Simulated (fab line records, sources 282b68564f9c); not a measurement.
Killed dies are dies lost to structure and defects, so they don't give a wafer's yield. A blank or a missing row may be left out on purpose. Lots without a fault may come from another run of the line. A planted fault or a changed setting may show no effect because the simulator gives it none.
Which tool did it? | flow rit_cmos | 6 lots, 18 wafers sampled, at 2 steps of a route of 202

WHAT THE GAUGES READ, wafer by wafer
RIT_GATE_OVL_MEAS_17.
lot  | measured    | on         | GATE_OVL (nm)
L949 | day 2 22:54 | overlay-01 | 1.7 0.9 -1.0
L951 | day 3 10:13 | overlay-01 | 0.4 -0.3 -1.1
L954 | day 4 00:21 | overlay-02 | 0.4 2.6 0.7
L958 | day 4 20:55 | overlay-02 | -0.5 -0.3 -0.4
L963 | day 5 18:44 | overlay-01 | 0.3 0.0 -1.4
L971 | day 7 18:26 | overlay-02 | 1.8 0.6 0.5

WHICH TOOL RAN EACH LOT (tool, then ch and the chambers of the sampled wafers, then the start)
lot  | RIT_GATE_EXPOSE_13
L949 | iline_stepper-01 ch 0, day 2 21:17
L951 | iline_stepper-01 ch 0, day 3 09:43
L954 | iline_stepper-01 ch 0, day 3 23:51
L958 | iline_stepper-01 ch 0, day 4 20:07
L963 | iline_stepper-01 ch 0, day 5 18:13
L971 | iline_stepper-01 ch 0, day 7 17:55
- RIT_GATE_EXPOSE_13: exposes mask M6, target cd 150 nm.

THE ANSWER, worked out from the rows above alone
Rule: what is usual is taken from the lots themselves. Put in order of their means at a reading, lots are off if they are a third of the lots or fewer, leave a main group of 4 or more, and stand apart from it by a gap of 3 or more times the standard deviation of the main group's means; of several such gaps the widest counts. A main group whose means are all the same, to the digits that the tables above print for the reading, isn't used. A lot without any number at a reading at which 4 lots or more have one is off too. The other lots that the step has rows for count as sound.
No lot is off at any reading shown: from this, nothing can be told.

WHAT THE SIMULATOR HAD PUT IN
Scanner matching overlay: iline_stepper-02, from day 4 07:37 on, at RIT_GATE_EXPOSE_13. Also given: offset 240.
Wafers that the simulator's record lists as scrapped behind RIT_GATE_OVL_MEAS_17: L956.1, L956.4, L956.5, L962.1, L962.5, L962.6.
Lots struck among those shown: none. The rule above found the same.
